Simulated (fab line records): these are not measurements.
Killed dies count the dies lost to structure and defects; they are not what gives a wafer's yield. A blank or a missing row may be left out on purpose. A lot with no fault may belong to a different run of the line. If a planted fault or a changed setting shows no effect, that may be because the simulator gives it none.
Which tool was responsible? | flow berkeleyCmos170 | 15 lots with 45 wafers sampled at 4 steps, on a route of 331 steps

WHAT THE GAUGES SHOWED, per wafer
UCB170_CONTACT_CD_MEAS_90: target cd 700 nm.
lot  | measured     | on       | cdNm (nm)
L629 | day 7 01:37  | cdSem-01 | 698.8 699.3 701.6
L628 | day 7 04:47  | cdSem-02 | 700.9 701.7 701.8
L634 | day 8 12:50  | cdSem-01 | 700.1 696.7 696.8
L635 | day 8 14:01  | cdSem-02 | 702.4 701.2 701.9
L639 | day 9 04:32  | cdSem-02 | 702.1 700.7 699.6
L638 | day 9 04:40  | cdSem-02 | - - -
L636 | day 9 04:58  | cdSem-02 | - - -
L637 | day 9 06:25  | cdSem-02 | - - -
L640 | day 9 22:35  | cdSem-02 | 700.2 700.0 698.7
L644 | day 10 10:09 | cdSem-01 | 698.9 697.5 699.2
L646 | day 10 16:41 | cdSem-02 | 698.9 698.4 699.0
L647 | day 11 09:37 | cdSem-01 | 700.0 698.6 696.5
L650 | day 11 09:54 | cdSem-02 | 701.2 698.8 699.5
L648 | day 11 10:38 | cdSem-02 | 698.2 697.9 698.2
L649 | day 11 12:07 | cdSem-02 | 701.0 701.9 699.5

TOOL THAT RAN EACH LOT (tool first, then ch and the chambers of the sampled wafers, then the start)
lot  | UCB170_SILICIDE_SPUTTER_01  | UCB170_CONTACT_ETCH_18            | UCB170_CONTACT_STRIP_19
L629 | pvdSputter-03, day 6 19:35  | rieDiel-03 ch 1,2,3, day 7 01:00  | plasmaAsher-02 ch 0,1, day 7 01:31
L628 | pvdSputter-04, day 6 20:04  | rieDiel-02 ch 1,2, day 7 04:00    | plasmaAsher-02 ch 0,1, day 7 04:41
L634 | pvdSputter-01, day 8 07:34  | rieDiel-03 ch 1,2, day 8 12:00    | plasmaAsher-01 ch 0,1, day 8 12:44
L635 | pvdSputter-03, day 8 07:52  | rieDiel-02 ch 1,2, day 8 13:00    | plasmaAsher-03 ch 0,1, day 8 13:53
L639 | pvdSputter-03, day 8 22:25  | rieDiel-03 ch 0,1,3, day 9 04:00  | plasmaAsher-03 ch 0,1, day 9 04:25
L638 | pvdSputter-01, day 8 22:44  | rieDiel-02 ch 1,2,3, day 9 04:00  | plasmaAsher-02 ch 0,1, day 9 04:32
L636 | pvdSputter-04, day 8 22:58  | rieDiel-03 ch 0,3, day 9 04:00    | plasmaAsher-03 ch 0,1, day 9 04:50
L637 | pvdSputter-03, day 8 23:43  | rieDiel-02 ch 0,1,3, day 9 06:00  | plasmaAsher-01 ch 0,1, day 9 06:19
L640 | pvdSputter-01, day 9 15:05  | rieDiel-02 ch 1,2, day 9 22:00    | plasmaAsher-01 ch 0,1, day 9 22:28
L644 | pvdSputter-04, day 10 02:31 | rieDiel-04 ch 0,1, day 10 09:00   | plasmaAsher-03 ch 0,1, day 10 09:59
L646 | pvdSputter-03, day 10 10:09 | rieDiel-03 ch 0,2,3, day 10 16:00 | plasmaAsher-03 ch 0,1, day 10 16:34
L647 | pvdSputter-03, day 11 03:09 | rieDiel-03 ch 0,2, day 11 09:00   | plasmaAsher-02 ch 0,1, day 11 09:31
L650 | pvdSputter-04, day 11 03:20 | rieDiel-02 ch 1,3, day 11 09:00   | plasmaAsher-03 ch 0,1, day 11 09:47
L648 | pvdSputter-01, day 11 03:36 | rieDiel-04 ch 0,2,3, day 11 10:00 | plasmaAsher-02 ch 1, day 11 10:32
L649 | pvdSputter-01, day 11 04:09 | rieDiel-04 ch 1,2, day 11 11:00   | plasmaAsher-03 ch 0,1, day 11 12:00
- UCB170_SILICIDE_SPUTTER_01: material Ti, target thk 30 nm, time 25 s.
- UCB170_CONTACT_ETCH_18: etches PSG in CHF3/CF4/Ar, stops on TiSi2, target depth 840 nm, time 195 s.
- UCB170_CONTACT_STRIP_19: strips in O2.

AS READ BY THE TOOLS THEMSELVES (means over the sampled wafers that have a number; for cases with no such wafer, the mark the record gives instead)
UCB170_SILICIDE_SPUTTER_01.
lot  | tool          | throttleValvePct (%)
L629 | pvdSputter-03 | 28.8
L628 | pvdSputter-04 | 29.6
L634 | pvdSputter-01 | 29.6
L635 | pvdSputter-03 | 30.2
L639 | pvdSputter-03 | 29.0
L638 | pvdSputter-01 | 29.7
L636 | pvdSputter-04 | 30.6
L637 | pvdSputter-03 | 29.9
L640 | pvdSputter-01 | 29.7
L644 | pvdSputter-04 | 30.9
L646 | pvdSputter-03 | 29.8
L647 | pvdSputter-03 | 29.2
L650 | pvdSputter-04 | 30.4
L648 | pvdSputter-01 | 29.3
L649 | pvdSputter-01 | 29.6

UCB170_CONTACT_ETCH_18.
lot  | tool       | CHF3_flow_sccm (sccm) | cf4FlowSccm (sccm) | drypumpMotorCurrentA (A) | oesProductAu (a.u.) | rfFwdPowerW (W) | throttleValvePct (%)
L629 | rieDiel-03 | 45.01                 | 15.04              | 5.5                      | 0.905               | 696.5           | 7.01
L628 | rieDiel-02 | 44.89                 | 14.99              | 6.2                      | 0.876               | 696.7           | 7.08
L634 | rieDiel-03 | 44.96                 | 15.02              | 5.7                      | 0.887               | 699.0           | 7.03
L635 | rieDiel-02 | 45.06                 | 15.00              | 6.2                      | 0.880               | 696.7           | 7.07
L639 | rieDiel-03 | 44.88                 | 14.97              | 5.8                      | 0.909               | 696.5           | 6.87
L638 | rieDiel-02 | -                     | -                  | -                        | -                   | -               | -
L636 | rieDiel-03 | -                     | -                  | -                        | -                   | -               | -
L637 | rieDiel-02 | -                     | -                  | -                        | -                   | -               | -
L640 | rieDiel-02 | 45.06                 | 14.93              | 6.2                      | 0.875               | 697.4           | 7.09
L644 | rieDiel-04 | 44.92                 | 15.00              | 6.2                      | 0.878               | 695.5           | 6.99
L646 | rieDiel-03 | 44.95                 | 14.98              | 5.9                      | 0.885               | 697.6           | 6.95
L647 | rieDiel-03 | 44.86                 | 14.96              | 6.0                      | 0.877               | 696.9           | 6.98
L650 | rieDiel-02 | 45.01                 | 14.99              | 5.6                      | 0.893               | 696.3           | 7.11
L648 | rieDiel-04 | 45.08                 | 14.97              | 5.8                      | 0.885               | 699.4           | 6.90
L649 | rieDiel-04 | 45.10                 | 14.98              | 6.3                      | 0.880               | 695.7           | 6.96

UCB170_CONTACT_STRIP_19.
lot  | tool           | drypumpMotorCurrentA (A) | oesProductAu (a.u.)
L629 | plasmaAsher-02 | 5.78                     | 0.724
L628 | plasmaAsher-02 | 5.66                     | 0.719
L634 | plasmaAsher-01 | 5.44                     | 0.729
L635 | plasmaAsher-03 | 5.55                     | 0.727
L639 | plasmaAsher-03 | 5.56                     | 0.729
L638 | plasmaAsher-02 | 5.76                     | 0.726
L636 | plasmaAsher-03 | 5.62                     | 0.731
L637 | plasmaAsher-01 | 5.47                     | 0.730
L640 | plasmaAsher-01 | 5.45                     | 0.725
L644 | plasmaAsher-03 | 5.65                     | 0.720
L646 | plasmaAsher-03 | 5.64                     | 0.729
L647 | plasmaAsher-02 | 5.77                     | 0.721
L650 | plasmaAsher-03 | 5.57                     | 0.726
L648 | plasmaAsher-02 | 5.55                     | 0.722
L649 | plasmaAsher-03 | 5.64                     | 0.719

THE ANSWER, worked out from the rows above alone
Rule: what is usual is taken from the lots themselves. Put in order of their means at a reading, lots are off if they are a third of the lots or fewer, leave a main group of 4 or more, and stand apart from it by a gap of 3 or more times the standard deviation of the main group's means; of several such gaps the widest counts. If all means in a main group match to the digits the tables above print for the reading, that group is not used. Also off: a lot with no number at a reading for which 4 or more lots have one. The other lots that the step has rows for count as sound. After the gauges, taken in route order, come the tools' own readings; for these a lot's mean is taken, as printed above. The first step at which some lot is off is used, and at that step the reading that is off furthest; a lot without a number counts as furthest.
Off, at UCB170_CONTACT_CD_MEAS_90 on cdNm: L638, L636, L637. Without a number there: L638, L636, L637. For the main group the mean is 699.7 nm and the standard deviation 1.3.
If a tool, at a process step before that reading, ran all the lots that are off and no sound lot after the first of them, it fits. The gauges at UCB170_CONTACT_CD_MEAS_90 aren't tried: what is off there is off at UCB170_CONTACT_ETCH_18 too, on other tools, and a gauge's error can't cause that. No candidate that was tried fits.

WHAT WAS PUT IN BY THE SIMULATOR
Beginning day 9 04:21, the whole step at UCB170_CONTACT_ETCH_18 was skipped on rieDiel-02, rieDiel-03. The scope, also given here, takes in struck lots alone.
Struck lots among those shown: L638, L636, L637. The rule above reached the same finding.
